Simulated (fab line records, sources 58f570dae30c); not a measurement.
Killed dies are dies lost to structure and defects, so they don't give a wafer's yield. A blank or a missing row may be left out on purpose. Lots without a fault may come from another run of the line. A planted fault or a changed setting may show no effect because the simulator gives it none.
fab line records | flow berkeley_cmos170
record lots=6 wafers=18 last_day=11
route steps=331 shown CONTACT@218
lots that met no fault: from a run of the same line without faults
start_h: hours from the record's first day to the start of the lot's first wafer shown | wait_h: hours since the lot's step before | " the same as in the row above | L1.1+2: a row that stands for several wafers | - no value, or no start given | * or withheld: withheld | < > ~ a bound
route shown NAME@n: a module of which the file shows steps, and the number in the route of the first | usual: mean/standard deviation of fault-free wafers | same: alike in all rows | chamber/n: place in a boat | sites: the reading at each site | _std_site: their standard deviation | _edge_site: outer sites' mean less inner sites' | radius_mm: how far each site lies from the wafer's centre | mask NAME#n: copy n | behind: the tool/chamber that last shaped the wafer | hold: why the lot was held/for how many hours/how that ended | device: the transistor (n, p or np) that didn't switch | end of line: the same wafers' tests at the end of the route | a step without rows: its recipe alone | killed: dies lost to structure and defects at the first sort, not the wafer's yield | map: a wafer's dies, x killed, . not, _ none there
set.NAME: the setting as run; set.NAME@STEP: as run at that earlier step | model.NAME: the simulator's own value behind a step, which no gauge read
lots at some steps of the route; a table a step, a row a wafer
services: from which hour (start_h, from the record's first day; less than 0 if before it) a tool's chamber was out of use, for how many hours, and why
## steps
# step UCB170_CONTACT_THK_MEAS_02
# recipe reads=PSG_of_CONTACT_CVD_01
# usual CONTACT_PSG_THK=695/8.5
# columns lot.wafer tool chamber start_h wait_h CONTACT_PSG_THK[nm]
L477.4 film_metro-03 - 169.81 0.0 701
L477.5 " - " " 700
L477.6 " - " " 702
L484.1 film_metro-03 - 189.43 0.0 696
L484.2 " - " " 704
L484.6 " - " " 694
L486.1 film_metro-04 - 206.13 0.0 693
L486.2 " - " " 685
L486.4 " - " " 687
L494.1 film_metro-02 - 241.07 0.0 707
L494.2 " - " " 708
L494.6 " - " " 711
L493.4 film_metro-04 - 241.26 0.0 701
L493.5 " - " " 698
L493.6 " - " " 705
L495.1 film_metro-03 - 244.80 0.0 684
L495.3 " - " " 682
L495.6 " - " " 686
# step UCB170_CONTACT_HMDS_03
# recipe prime_time_s=60 prime_temp_c=100
# step UCB170_CONTACT_COAT_04
# recipe resist=KrF spin_rpm=1500 resist_thk_nm=900
# step UCB170_CONTACT_SOFTBAKE_05
# recipe resist=KrF temp_c=130 time_s=60
# step UCB170_CONTACT_STRIP_06
# recipe chemistry=O2 power_w=400 pressure_mtorr=3500 platen_temp_c=withheld o2_flow_sccm=400 overash_fraction=0.5
# usual drypump_motor_current_A=5.9/0.57 o2_flow_sccm=399.8/1.2 oes_product_au=0.734/0.0048 strip_time_to_endpoint_s=21.98/0.07
# columns lot.wafer tool chamber start_h wait_h drypump_motor_current_A o2_flow_sccm oes_product_au rf_hours_counter_h strip_time_to_endpoint_s
L477.4 plasma_asher-04 0 170.57 0.1 4.9 400.0 0.734 - 21.93
L477.5 " 1 " " 6.6 400.2 0.730 - 22.03
L477.6 " 0 " " 4.9 400.0 0.734 - 22.03
L484.1 plasma_asher-04 1 190.07 0.1 6.6 398.9 0.729 9 22.06
L484.2 " 0 " " 4.9 398.5 0.734 9 22.04
L484.6 " 0 " " 4.9 399.1 0.735 - 22.07
L486.1 plasma_asher-04 1 206.79 0.1 6.7 401.8 0.729 11 22.01
L486.2 " 0 " " 4.9 400.1 0.720 11 22.00
L486.4 " 1 " " 6.6 398.5 0.728 - 21.99
L494.1 plasma_asher-02 1 241.58 0.1 5.5 398.4 0.729 55 21.88
L494.2 " 0 " " 5.8 401.0 0.736 55 21.88
L494.6 " 1 " " 5.5 400.4 0.728 - 21.81
L493.4 plasma_asher-03 1 241.78 0.1 6.2 401.0 0.738 - 22.06
L493.5 " 1 " " 6.2 400.2 0.733 - 22.07
L493.6 " 0 " " 6.2 399.1 0.731 - 22.06
L495.1 plasma_asher-04 0 245.48 0.1 4.9 400.0 0.725 16 21.99
L495.3 " 1 " " 6.7 399.9 0.736 - 22.06
L495.6 " 0 " " 4.9 400.3 0.745 - 21.99
# step UCB170_CONTACT_CLEAN_07
# recipe chemistry=SPM temp_c=120 time_s=600
# step UCB170_CONTACT_RTA_08
# recipe temp_c=900 time_s=10 ambient=N2
# usual lamp_power_pct=24.0/1.7 wafer_temp_C_max=904.0/0.87
# columns lot.wafer tool chamber start_h wait_h lamp_power_pct wafer_temp_C_max
L477.4 rtp_anneal-02 0 170.85 0.0 22.4 903.4
L477.5 " 0 " " 22.4 903.4
L477.6 " 0 " " 22.4 903.0
L484.1 rtp_anneal-01 0 191.75 0.0 25.9 903.8
L484.2 " 0 " " 25.9 905.4
L484.6 " 0 " " 25.8 904.3
L486.1 rtp_anneal-02 0 207.07 0.0 22.4 903.6
L486.2 " 0 " " 22.4 903.3
L486.4 " 0 " " 22.4 903.7
L494.1 rtp_anneal-01 0 241.89 0.0 25.8 904.5
L494.2 " 0 " " 25.9 904.4
L494.6 " 0 " " 25.9 905.0
L493.4 rtp_anneal-02 0 242.10 0.0 22.4 902.7
L493.5 " 0 " " 22.4 902.3
L493.6 " 0 " " 22.4 903.0
L495.1 rtp_anneal-01 0 246.09 0.0 25.9 904.6
L495.3 " 0 " " 25.9 904.1
L495.6 " 0 " " 25.9 903.5
# step UCB170_CONTACT_COAT_09
# recipe resist=BARC temp_c=withheld time_s=withheld spin_rpm=3000 resist_thk_nm=withheld
# step UCB170_CONTACT_COAT_10
# recipe resist=KrF spin_rpm=1500 resist_thk_nm=900
# step UCB170_CONTACT_SOFTBAKE_11
# recipe resist=KrF temp_c=130 time_s=60
# step UCB170_CONTACT_EXPOSE_12
# recipe mask_id=CONT target_cd_nm=700 na=0.5 sigma_outer=0.6 source_shape=conventional dose_mj=35
# step UCB170_CONTACT_PEB_13
# recipe peb_temp_c=130 peb_time_s=withheld resist=KrF
# step UCB170_CONTACT_DEVELOP_14
# recipe developer=TMAH develop_time_s=45 resist=KrF dev_temp_c=21
# usual chill_plate_temp_C=23.01/0.097 develop_time_s=45/0 resist_line_temp_C=22.99/0.11
# columns lot.wafer tool chamber start_h wait_h chill_plate_temp_C develop_time_s resist_line_temp_C model.KrF_of_CONTACT_COAT_10.thk_nm
L477.4 litho_track-02 0 172 - 23.09 45 23.14 887
L477.5 " 0 " " 22.90 45 23.16 888.5
L477.6 " 0 " " 23.08 45 22.96 890.3
L484.1 litho_track-01 - 192 - - - - 904.7
L484.2 " - " " - - - 902.5
L484.6 " - " " - - - 903.1
L486.1 litho_track-03 - 208 - - - - 898.1
L486.2 " - " " - - - 897.8
L486.4 " - " " - - - 896.6
L494.1 litho_track-01 0 242 - 22.98 45 23.22 881.6
L494.2 " 0 " " 23.04 45 23.10 883.3
L494.6 " 0 " " 22.83 45 23.10 883
L493.4 litho_track-03 0 243 - 22.93 45 22.90 882.6
L493.5 " 0 " " 22.95 45 23.04 883.5
L493.6 " 0 " " 23.01 45 22.79 882.2
L495.1 litho_track-01 0 246 - 23.08 45 23.11 886.6
L495.3 " 0 " " 23.08 45 22.86 884.4
L495.6 " 0 247 - 22.92 45 23.05 886.6
# step UCB170_CONTACT_CD_MEAS_15
# recipe target_cd_nm=700
# usual cd_nm=700.2/1.3
# columns lot.wafer tool chamber start_h wait_h cd_nm
L477.4 cd_sem-01 - 172.50 - 699.5
L477.5 " - " " 700.1
L477.6 " - " " 701.6
L484.1 cd_sem-01 - 192.78 - -
L484.2 " - " " -
L484.6 " - " " -
L486.1 cd_sem-02 - 208.37 - -
L486.2 " - " " -
L486.4 " - " " -
L494.1 cd_sem-01 - 242.86 - 699.2
L494.2 " - " " 700.4
L494.6 " - " " 698.2
L493.4 cd_sem-02 - 243.16 - 699.1
L493.5 " - " " 699.0
L493.6 " - " " 699.3
L495.1 cd_sem-01 - 247.03 - 704.5
L495.3 " - " " 702.6
L495.6 " - " " 702.9
## services
# columns tool chamber start_h hours kind
rtp_anneal-02 - 208.80 2.1 pm
plasma_asher-02 - 215.74 5.9 repair
plasma_asher-03 - 225.04 2.9 repair
## key
first_sign step=UCB170_CONTACT_DEVELOP_14 reading=tool_record direction=missing
effect none on later readings
model_effect step=UCB170_CONTACT_DEVELOP_14 value=KrF_of_CONTACT_COAT_10.thk_nm without=886.3 struck=900.5
met_at UCB170_CONTACT_DEVELOP_14
struck_wafers L484.1,L484.2,L484.6,L486.1,L486.2,L486.4
later_rows_left_out L484.1,L484.2,L484.6,L486.1,L486.2,L486.4
sort_left_out L484.1,L484.2,L484.6,L486.1,L486.2,L486.4
tester_left_out L484,L486
fault kind=skipped_step_whole tool=litho_track-01,litho_track-03 chamber=- onset_h=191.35 steps=UCB170_CONTACT_DEVELOP_14 scope=struck_lots_only
# tester_left_out: of these lots the tester's yield and bins aren't shown, on N5 and GAA mostly nor the transistor test; their killed dies are dies lost to structure and defects alone, not to doping, threshold or leakage, so they don't give the yield
# sort_left_out: the simulated sort isn't trusted on such a fault, so these wafers' sort isn't shown, and their yield isn't known
# later_rows_left_out: the simulator's readings of these wafers behind a module that went badly wrong aren't trusted and aren't shown, but for the sort
